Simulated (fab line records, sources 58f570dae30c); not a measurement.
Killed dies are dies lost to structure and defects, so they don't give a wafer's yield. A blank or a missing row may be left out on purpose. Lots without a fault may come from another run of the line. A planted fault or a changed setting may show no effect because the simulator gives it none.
fab line records | flow berkeley_cmos170
record lots=5 wafers=23
route steps=331 shown START@3 NWELL@15 PWELL@42 ACTIVE@65 SACOX@98 SCREENOX@101 PVT@123 PLDD@146
start_h: hours from the record's first day to the start of the lot's first wafer shown | wait_h: hours since the lot's step before | " the same as in the row above | L1.1+2: a row that stands for several wafers | - no value, or no start given | * or withheld: withheld | < > ~ a bound
route shown NAME@n: a module of which the file shows steps, and the number in the route of the first | usual: mean/standard deviation of fault-free wafers | same: alike in all rows | chamber/n: place in a boat | sites: the reading at each site | _std_site: their standard deviation | _edge_site: outer sites' mean less inner sites' | radius_mm: how far each site lies from the wafer's centre | mask NAME#n: copy n | behind: the tool/chamber that last shaped the wafer | hold: why the lot was held/for how many hours/how that ended | device: the transistor (n, p or np) that didn't switch | end of line: the same wafers' tests at the end of the route | a step without rows: its recipe alone | killed: dies lost to structure and defects at the first sort, not the wafer's yield | map: a wafer's dies, x killed, . not, _ none there
set.NAME: the setting as run; set.NAME@STEP: as run at that earlier step | model.NAME: the simulator's own value behind a step, which no gauge read
lots whose settings were changed on purpose; a table a step, a row a wafer
## steps
# step UCB170_START_OXIDATION_02
# recipe temp_c=950 ambient=O2 target_thk_a=200 ox_time_s=1800
# columns lot.wafer tool chamber start_h wait_h set.ox_time_s model.SiO2_of_START_OXIDATION_02.thk_nm
L076.1 - - - 6.7 1800 19.64
L076.2 " - " " 1800 19.92
L076.4 " - " " 1800 19.53
L076.5 " - " " 1800 19.67
L076.6 " - " " 1800 19.58
L078.1 - - - 5.8 1948 21.21
L078.3 " - " " 1948 21.41
L078.4 " - " " 1948 21.01
L078.5 " - " " 1948 20.83
L078.6 " - " " 1948 20.84
L082.1 - - - 4.9 1800 19.82
L082.2 " - " " 1800 20.28
L082.3 " - " " 1800 20.11
L082.4 " - " " 1800 20.3
L082.5 " - " " 1800 20.12
L083.1 - - - 0.1 1622 19
L083.2 " - " " 1622 18.87
L083.3 " - " " 1622 18.97
L083.5 " - " " 1622 18.9
L083.6 " - " " 1622 19.05
L084.1 furnace-02 0 64.46 4.2 1800 20.07
L084.3 " 0 " " 1800 19.55
L084.6 " 0 " " 1800 19.78
# step UCB170_NWELL_OXIDATION_01
# recipe temp_c=1000 ambient=O2 target_thk_a=264 ox_time_s=1260
# columns lot.wafer tool chamber start_h wait_h set.temp_c model.SiO2_of_NWELL_OXIDATION_01.thk_nm
L076.1 - - - 2.3 985.4 23.49
L076.2 " - " " 985.4 23.05
L076.4 " - " " 985.4 23.21
L076.5 " - " " 985.4 23.03
L076.6 " - " " 985.4 23.41
L078.1 - - - 2.3 992.5 24.13
L078.3 " - " " 992.5 23.71
L078.4 " - " " 992.5 23.8
L078.5 " - " " 992.5 23.67
L078.6 " - " " 992.5 24.26
L082.1 - - - 4.9 972.5 19.31
L082.2 " - " " 972.5 19.73
L082.3 " - " " 972.5 19.61
L082.4 " - " " 972.5 19.66
L082.5 " - " " 972.5 19.59
L083.1 - - - 3.5 989.2 22.73
L083.2 " - " " 989.2 23.62
L083.3 " - " " 989.2 23.28
L083.5 " - " " 989.2 23.21
L083.6 " - " " 989.2 23.37
L084.1 furnace-01 0 78.23 4.9 1000 26.02
L084.3 " 0 " " 1000 25.87
L084.6 " 0 " " 1000 25.44
# step UCB170_NWELL_THK_MEAS_02
# recipe reads=SiO2_of_NWELL_OXIDATION_01
# usual NWELL_OXIDE_THK=26.0/0.44
# columns lot.wafer tool chamber start_h wait_h set.temp_c@NWELL_OXIDATION_01 NWELL_OXIDE_THK[nm]
L076.1 film_metro-02 - - - 985.4 23.5
L076.2 " - " " 985.4 23.1
L076.4 " - " " 985.4 23.2
L076.5 " - " " 985.4 23.0
L076.6 " - " " 985.4 23.4
L078.1 film_metro-01 - - - 992.5 24.2
L078.3 " - " " 992.5 23.8
L078.4 " - " " 992.5 23.8
L078.5 " - " " 992.5 23.6
L078.6 " - " " 992.5 24.3
L082.1 film_metro-03 - - - 972.5 19.3
L082.2 " - " " 972.5 19.8
L082.3 " - " " 972.5 19.7
L082.4 " - " " 972.5 19.7
L082.5 " - " " 972.5 19.6
L083.1 film_metro-01 - - - 989.2 22.7
L083.2 " - " " 989.2 23.7
L083.3 " - " " 989.2 23.3
L083.5 " - " " 989.2 23.2
L083.6 " - " " 989.2 23.4
L084.1 film_metro-02 - 79.58 0.0 1000 26.1
L084.3 " - " " 1000 25.9
L084.6 " - " " 1000 25.5
# step UCB170_PWELL_COAT_08
# recipe resist=KrF spin_rpm=1500 resist_thk_nm=900
# columns lot.wafer tool chamber start_h wait_h set.resist_thk_nm model.KrF_of_PWELL_COAT_08.thk_nm
L076.1 litho_track-01 0 69.34 0.1 900 900.8
L076.2 " 0 " " 900 901.8
L076.4 " 0 " " 900 903.2
L076.5 " 0 " " 900 901
L076.6 " 0 " " 900 901.3
L078.1 litho_track-02 0 75.63 0.1 900 895.9
L078.3 " 0 " " 900 899.3
L078.4 " 0 " " 859.2 856.5
L078.5 " 0 " " 900 897.7
L078.6 " 0 " " 859.2 853.9
L083.1 litho_track-04 0 100.15 0.1 921.8 924.1
L083.2 " 0 " " 921.8 922.7
L083.3 " 0 " " 900 903.7
L083.5 " 0 " " 900 901.6
L083.6 " 0 " " 921.8 922.8
L082.1 litho_track-02 0 100.38 0.1 900 900.3
L082.2 " 0 " " 869 872.7
L082.3 " 0 " " 900 901.2
L082.4 " 0 " " 900 902.1
L082.5 " 0 " " 869 871.3
L084.1 litho_track-04 0 104.74 0.1 900 895.6
L084.3 " 0 " " 900 897.4
L084.6 " 0 " " 900 895.3
# step UCB170_PWELL_ETCH_14
# recipe chemistry=CH3F/Ar/O2 target=Si3N4 stop_on=SiO2 CH3F_flow_sccm=20 Ar_flow_sccm=50 O2_flow_sccm=7 pressure_mtorr=50 rf_w=450 target_depth_a=2420 over_etch_frac=0.1 time_s=151
# columns lot.wafer tool chamber start_h wait_h set.over_etch_frac set.resist_thk_nm@PWELL_COAT_08 model.KrF_of_PWELL_COAT_08.thk_nm
L076.1 rie_diel-02 2 70.07 0.0 0.09084 900 725.9
L076.2 " 3 " " 0.09084 900 727.1
L076.4 " 1 " " 0.1 900 730
L076.5 " 3 " " 0.1 900 725.5
L076.6 " 2 " " 0.09084 900 724.8
L078.1 rie_diel-04 1 76.51 0.0 0.1192 900 720
L078.3 " 0 " " 0.1 900 725.9
L078.4 " 2 " " 0.1192 859.2 679.2
L078.5 " 2 " " 0.1 900 723.8
L078.6 " 1 " " 0.1 859.2 680.7
L083.1 rie_diel-03 2 101.28 0.0 0.1 921.8 748.3
L083.2 " 3 " " 0.1 921.8 746.9
L083.3 " 0 " " 0.1 900 731.5
L083.5 " 2 " " 0.1 900 726.2
L083.6 " 1 " " 0.1 921.8 747.2
L082.1 rie_diel-02 2 101.49 0.0 0.1 900 723.2
L082.2 " 3 " " 0.1272 869 693.1
L082.3 " 0 " " 0.1 900 719.4
L082.4 " 3 " " 0.1272 900 722.1
L082.5 " 2 " " 0.1 869 694
L084.1 rie_diel-03 2 105.46 0.0 0.1 900 719.8
L084.3 " 3 " " 0.1 900 722.5
L084.6 " 1 " " 0.1 900 721.9
# step UCB170_PWELL_IMPLANT_15
# recipe species=B dose_cm2=4.902e+12 energy_kev=60 tilt_deg=7
# step UCB170_PWELL_STRIP_16
# recipe chemistry=O2 power_w=400 pressure_mtorr=3500 platen_temp_c=withheld o2_flow_sccm=400 overash_fraction=0.5
# usual strip_time_to_endpoint_s=18.09/0.073
# columns lot.wafer tool chamber start_h wait_h set.resist_thk_nm@PWELL_COAT_08 strip_time_to_endpoint_s
L076.1 plasma_asher-04 1 70.32 0.1 900 18.11
L076.2 " 0 " " 900 18.14
L076.4 " 0 " " 900 18.21
L076.5 " 0 " " 900 18.12
L076.6 " 1 " " 900 18.11
L078.1 plasma_asher-03 1 76.76 0.1 900 17.99
L078.3 " 1 " " 900 18.13
L078.4 " 0 " " 859.2 16.99
L078.5 " 1 " " 900 18.08
L078.6 " 0 " " 859.2 17.03
L083.1 plasma_asher-03 1 101.53 0.1 921.8 18.66
L083.2 " 0 " " 921.8 18.62
L083.3 " 1 " " 900 18.26
L083.5 " 0 " " 900 18.13
L083.6 " 1 " " 921.8 18.63
L082.1 plasma_asher-02 1 101.74 0.1 900 18.08
L082.2 " 0 " " 869 17.34
L082.3 " 1 " " 900 17.96
L082.4 " 0 " " 900 18.03
L082.5 " 0 " " 869 17.34
L084.1 plasma_asher-04 0 105.71 0.1 900 17.96
L084.3 " 1 " " 900 18.03
L084.6 " 1 " " 900 18.02
# step UCB170_ACTIVE_CVD_05
# recipe material=Si3N4 target_thk_nm=220 temp_c=800 precursor=SiH2Cl2/NH3 time_s=3300 pressure_mtorr=200 sih2cl2_flow_sccm=25 nh3_flow_sccm=75
# columns lot.wafer tool chamber start_h wait_h set.sih2cl2_flow_sccm model.Si3N4_of_ACTIVE_CVD_05.thk_nm
L076.1 - - - 0.0 25 219.3
L076.2 " - " " 25 218.3
L076.4 " - " " 25 218.5
L076.5 " - " " 25 218.7
L076.6 " - " " 25 217.8
L078.1 - - - 0.0 25 220.8
L078.3+6 " - " " 25 220.7
L078.4 " - " " 25 220.6
L078.5 " - " " 25 221
L082.1 - - - 0.0 25 220.4
L082.2+3 " - " " 25 218.7
L082.4 " - " " 25 219.4
L082.5 " - " " 25 218.8
L083.1 - - - 0.0 21.84 208
L083.2 " - " " 21.84 208.4
L083.3 " - " " 21.84 208.8
L083.5 " - " " 21.84 209.1
L083.6 " - " " 21.84 210.7
L084.1 lpcvd-01 0 139.56 0.0 25 221.5
L084.3 " 0 " " 25 218.6
L084.6 " 0 " " 25 221
# step UCB170_ACTIVE_THK_MEAS_06
# recipe reads=Si3N4_of_ACTIVE_CVD_05
# usual ACTIVE_NITRIDE_THK=220.0/2.1
# columns lot.wafer tool chamber start_h wait_h set.sih2cl2_flow_sccm@ACTIVE_CVD_05 ACTIVE_NITRIDE_THK[nm]
L076.1 film_metro-02 - - - 25 219.3
L076.2 " - " " 25 218.4
L076.4 " - " " 25 218.5
L076.5 " - " " 25 219.0
L076.6 " - " " 25 217.8
L078.1 film_metro-04 - - - 25 220.7
L078.3 " - " " 25 220.8
L078.4 " - " " 25 220.6
L078.5 " - " " 25 220.8
L078.6 " - " " 25 220.7
L082.1 film_metro-04 - - - 25 220.6
L082.2 " - " " 25 218.8
L082.3 " - " " 25 218.5
L082.4 " - " " 25 219.3
L082.5 " - " " 25 218.8
L083.1 film_metro-03 - - - 21.84 208.0
L083.2 " - " " 21.84 208.3
L083.3 " - " " 21.84 208.8
L083.5 " - " " 21.84 209.3
L083.6 " - " " 21.84 210.7
L084.1 film_metro-02 - 141.47 0.0 25 221.4
L084.3 " - " " 25 218.7
L084.6 " - " " 25 220.9
# step UCB170_ACTIVE_DEVELOP_12
# recipe developer=TMAH develop_time_s=45 resist=KrF dev_temp_c=21
# columns lot.wafer tool chamber start_h wait_h set.dev_temp_c
L076.1+4+6 litho_track-04 0 - - 23.68
L076.2+5 " 0 " " 21
L078.1+6 litho_track-04 0 - - 21
L078.3+4+5 " 0 " " 18.38
L083.1+3+5 litho_track-04 0 - - 21
L083.2+6 " 0 " " 23.24
L084.1+3+6 litho_track-01 0 - - 21
L082.1+2 litho_track-04 0 - - 21
L082.3+4+5 " 0 " " 18.86
# step UCB170_ACTIVE_ETCH_15
# recipe chemistry=CH3F/Ar/O2 target=Si3N4 stop_on=SiO2 CH3F_flow_sccm=20 Ar_flow_sccm=50 O2_flow_sccm=7 pressure_mtorr=50 rf_w=450 target_depth_a=2420 over_etch_frac=0.1 time_s=151
# columns lot.wafer tool chamber start_h wait_h set.sih2cl2_flow_sccm@ACTIVE_CVD_05 model.etch.depth_nm
L076.1 rie_diel-02 0 103.04 0.0 25 219.3
L076.2 " 3 " " 25 218.3
L076.4 " 3 " " 25 218.5
L076.5 " 2 " " 25 218.7
L076.6 " 0 " " 25 217.8
L078.1 rie_diel-02 2 112.25 0.0 25 220.8
L078.3+6 " 0,3 " " 25 220.7
L078.4 " 3 " " 25 220.6
L078.5 " 2 " " 25 221
L083.1 rie_diel-03 2 142.66 0.0 21.84 208
L083.2 " 3 " " 21.84 208.4
L083.3 " 0 " " 21.84 208.8
L083.5 " 0 " " 21.84 209.1
L083.6 " 3 " " 21.84 210.7
L084.1 rie_diel-01 1 142.96 0.0 25 221.5
L084.3 " 2 " " 25 218.6
L084.6 " 2 " " 25 221
L082.1 rie_diel-03 0 143.38 0.0 25 220.4
L082.2+3 " 2,1 " " 25 218.7
L082.4 " 3 " " 25 219.4
L082.5 " 1 " " 25 218.8
# step UCB170_SACOX_OXIDATION_01
# recipe temp_c=900 ambient=O2 target_thk_a=144 ox_time_s=2400
# columns lot.wafer tool chamber start_h wait_h set.temp_c model.SiO2_of_SACOX_OXIDATION_01.thk_nm
L076.1 - - - 5.3 900 13.55
L076.2 " - " " 900 13.7
L076.4 " - " " 900 13.48
L076.5 " - " " 900 13.77
L076.6 " - " " 900 13.63
L078.1 - - - 3.2 900 14.41
L078.3 " - " " 900 14.46
L078.4 " - " " 900 14.49
L078.5 " - " " 900 14.47
L078.6 " - " " 900 14.57
L082.1 - - - 6.1 874.8 10.61
L082.2 " - " " 874.8 10.73
L082.3 " - " " 874.8 10.72
L082.4 " - " " 874.8 11.07
L082.5 " - " " 874.8 10.57
L083.1 - - - 6.1 913.4 16.67
L083.2 " - " " 913.4 16.55
L083.3 " - " " 913.4 16.48
L083.5 " - " " 913.4 16.84
L083.6 " - " " 913.4 16.82
L084.1 furnace-02 0 169.11 6.1 900 14.42
L084.3 " 0 " " 900 14.52
L084.6 " 0 " " 900 14.49
# step UCB170_SACOX_THK_MEAS_02
# recipe reads=SiO2_of_SACOX_OXIDATION_01
# usual SACOX_OXIDE_THK=14.3/0.35
# columns lot.wafer tool chamber start_h wait_h set.temp_c@SACOX_OXIDATION_01 SACOX_OXIDE_THK[nm]
L076.1 film_metro-01 - - - 900 13.6
L076.2 " - " " 900 13.7
L076.4 " - " " 900 13.5
L076.5 " - " " 900 13.8
L076.6 " - " " 900 13.6
L078.1 film_metro-01 - - - 900 14.4
L078.3 " - " " 900 14.5
L078.4 " - " " 900 14.5
L078.5 " - " " 900 14.5
L078.6 " - " " 900 14.5
L083.1 film_metro-04 - - - 913.4 16.7
L083.2 " - " " 913.4 16.6
L083.3 " - " " 913.4 16.5
L083.5 " - " " 913.4 16.9
L083.6 " - " " 913.4 16.9
L084.1 film_metro-01 - 170.77 0.0 900 14.5
L084.3 " - " " 900 14.5
L084.6 " - " " 900 14.5
L082.1 film_metro-02 - - - 874.8 10.6
L082.2 " - " " 874.8 10.7
L082.3 " - " " 874.8 10.7
L082.4 " - " " 874.8 11.0
L082.5 " - " " 874.8 10.6
# step UCB170_SCREENOX_OXIDATION_01
# recipe temp_c=900 ambient=O2 target_thk_a=144 ox_time_s=2400
# columns lot.wafer tool chamber start_h wait_h set.temp_c model.SiO2_of_SCREENOX_OXIDATION_01.thk_nm
L076.1 - - - 6.0 877.3 10.93
L076.2 " - " " 877.3 11.15
L076.4 " - " " 877.3 11.28
L076.5 " - " " 877.3 10.89
L076.6 " - " " 877.3 10.95
L078.1 - - - 5.3 921.8 17.61
L078.3 " - " " 921.8 18.13
L078.4 " - " " 921.8 17.85
L078.5 " - " " 921.8 17.87
L078.6 " - " " 921.8 17.9
L082.1 - - - 5.3 926.8 18.45
L082.2+4 " - " " 926.8 18.4
L082.3 " - " " 926.8 18.37
L082.5 " - " " 926.8 18.41
L083.1 - - - 5.3 900 14.02
L083.2 " - " " 900 13.89
L083.3 " - " " 900 14.28
L083.5 " - " " 900 14.32
L083.6 " - " " 900 14.24
L084.1 furnace-02 0 176.21 5.3 900 13.85
L084.3 " 0 " " 900 13.75
L084.6 " 0 " " 900 14.04
# step UCB170_SCREENOX_THK_MEAS_02
# recipe reads=SiO2_of_SCREENOX_OXIDATION_01
# usual SCREENOX_OXIDE_THK=14.17/0.22
# columns lot.wafer tool chamber start_h wait_h set.temp_c@SCREENOX_OXIDATION_01 SCREENOX_OXIDE_THK[nm]
L076.1 film_metro-02 - - - 877.3 10.92
L076.2 " - " " 877.3 11.20
L076.4 " - " " 877.3 11.26
L076.5 " - " " 877.3 10.91
L076.6 " - " " 877.3 10.97
L078.1 film_metro-04 - - - 921.8 17.59
L078.3 " - " " 921.8 18.14
L078.4 " - " " 921.8 17.82
L078.5 " - " " 921.8 17.85
L078.6 " - " " 921.8 17.90
L082.1 film_metro-02 - - - 926.8 18.40
L082.2 " - " " 926.8 18.37
L082.3 " - " " 926.8 18.35
L082.4 " - " " 926.8 18.42
L082.5 " - " " 926.8 18.46
L083.1 film_metro-03 - - - 900 14.00
L083.2 " - " " 900 13.96
L083.3 " - " " 900 14.24
L083.5 " - " " 900 14.27
L083.6 " - " " 900 14.24
L084.1 film_metro-04 - 177.87 0.0 900 13.86
L084.3 " - " " 900 13.72
L084.6 " - " " 900 14.06
# step UCB170_PVT_STRIP_08
# recipe chemistry=O2 power_w=400 pressure_mtorr=3500 platen_temp_c=withheld o2_flow_sccm=400 overash_fraction=0.5
# usual strip_time_to_endpoint_s=21.59/0.05
# columns lot.wafer tool chamber start_h wait_h set.o2_flow_sccm strip_time_to_endpoint_s
L076.1 plasma_asher-02 1 148.46 0.1 448.3 21.33
L076.2 " 0 " " 448.3 21.28
L076.4 " 0 " " 448.3 21.26
L076.5 " 0 " " 400 21.63
L076.6 " 1 " " 400 21.68
L078.1 plasma_asher-04 0 157.14 0.1 400 21.54
L078.3 " 1 " " 400 21.49
L078.4 " 0 " " 368.2 21.81
L078.5 " 0 " " 368.2 21.79
L078.6 " 1 " " 368.2 21.80
L082.1 plasma_asher-04 0 189.41 0.1 400 21.62
L082.2 " 1 " " 400 21.54
L082.3 " 1 " " 400 21.58
L082.4 " 0 " " 400 21.54
L082.5 " 0 " " 400 21.62
L083.1 plasma_asher-02 0 189.41 0.1 424.4 21.35
L083.2 " 1 " " 400 21.52
L083.3 " 0 " " 424.4 21.36
L083.5 " 1 " " 400 21.59
L083.6 " 0 " " 400 21.49
L084.1 plasma_asher-02 1 189.68 0.1 400 21.56
L084.3 " 0 " " 400 21.57
L084.6 " 1 " " 400 21.55
# step UCB170_PLDD_COAT_01
# recipe resist=KrF spin_rpm=1500 resist_thk_nm=900
# columns lot.wafer tool chamber start_h wait_h set.resist_thk_nm model.KrF_of_PLDD_COAT_01.thk_nm
L076.1 litho_track-03 0 164.24 0.1 923.5 925.7
L076.2 " 0 " " 900 901
L076.4 " 0 " " 900 899.3
L076.5 " 0 " " 923.5 924.2
L076.6 " 0 " " 900 898.2
L078.1 litho_track-02 0 175.83 0.1 900 898.1
L078.3 " 0 " " 876.6 875.3
L078.4 " 0 " " 876.6 877.5
L078.5 " 0 " " 900 898.6
L078.6 " 0 " " 876.6 874.6
L082.1 litho_track-02 0 207.79 0.1 900 896.3
L082.2 " 0 " " 940.5 938.2
L082.3 " 0 " " 940.5 938.1
L082.4 " 0 " " 900 897.3
L082.5 " 0 " " 900 898.7
L083.1 litho_track-04 0 208.06 0.1 900 901.2
L083.2 " 0 " " 900 902.7
L083.3 " 0 " " 875.7 875.6
L083.5 " 0 " " 900 898.4
L083.6 " 0 " " 875.7 877.5
L084.1 litho_track-02 0 208.25 0.1 900 898.1
L084.3 " 0 " " 900 896.8
L084.6 " 0 " " 900 900
## key
split step=UCB170_START_OXIDATION_02 setting=ox_time_s stated=1800 by=lot
response step=UCB170_START_OXIDATION_02 reading=model.SiO2_of_START_OXIDATION_02.thk_nm change=+0.114 per=1% r=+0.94
split step=UCB170_NWELL_OXIDATION_01 setting=temp_c stated=1000 by=lot
response step=UCB170_NWELL_OXIDATION_01 reading=model.SiO2_of_NWELL_OXIDATION_01.thk_nm change=+2.19 per=1% r=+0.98
response step=UCB170_NWELL_THK_MEAS_02 reading=NWELL_OXIDE_THK change=+2.19 per=1% r=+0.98
split step=UCB170_PWELL_COAT_08 setting=resist_thk_nm stated=900 by=wafer
response step=UCB170_PWELL_COAT_08 reading=model.KrF_of_PWELL_COAT_08.thk_nm change=+8.96 per=1% r=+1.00
response step=UCB170_PWELL_ETCH_14 reading=model.KrF_of_PWELL_COAT_08.thk_nm change=+8.83 per=1% r=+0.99
response step=UCB170_PWELL_STRIP_16 reading=strip_time_to_endpoint_s change=* per=1% r=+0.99
split step=UCB170_PWELL_ETCH_14 setting=over_etch_frac stated=0.1 by=wafer
response none clear
split step=UCB170_ACTIVE_CVD_05 setting=sih2cl2_flow_sccm stated=25 by=lot
response step=UCB170_ACTIVE_CVD_05 reading=model.Si3N4_of_ACTIVE_CVD_05.thk_nm change=+0.841 per=1% r=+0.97
response step=UCB170_ACTIVE_THK_MEAS_06 reading=ACTIVE_NITRIDE_THK change=+0.843 per=1% r=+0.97
response step=UCB170_ACTIVE_ETCH_15 reading=model.etch.depth_nm change=+0.841 per=1% r=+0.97
split step=UCB170_ACTIVE_DEVELOP_12 setting=dev_temp_c stated=21 by=wafer
response none clear
split step=UCB170_SACOX_OXIDATION_01 setting=temp_c stated=900 by=lot
response step=UCB170_SACOX_OXIDATION_01 reading=model.SiO2_of_SACOX_OXIDATION_01.thk_nm change=+1.35 per=1% r=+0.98
response step=UCB170_SACOX_THK_MEAS_02 reading=SACOX_OXIDE_THK change=+1.35 per=1% r=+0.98
split step=UCB170_SCREENOX_OXIDATION_01 setting=temp_c stated=900 by=lot
response step=UCB170_SCREENOX_OXIDATION_01 reading=model.SiO2_of_SCREENOX_OXIDATION_01.thk_nm change=+1.38 per=1% r=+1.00
response step=UCB170_SCREENOX_THK_MEAS_02 reading=SCREENOX_OXIDE_THK change=+1.37 per=1% r=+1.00
split step=UCB170_PVT_STRIP_08 setting=o2_flow_sccm stated=400 by=wafer
response step=UCB170_PVT_STRIP_08 reading=strip_time_to_endpoint_s change=* per=1% r=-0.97
split step=UCB170_PLDD_COAT_01 setting=resist_thk_nm stated=900 by=wafer
response step=UCB170_PLDD_COAT_01 reading=model.KrF_of_PLDD_COAT_01.thk_nm change=+9.09 per=1% r=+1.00
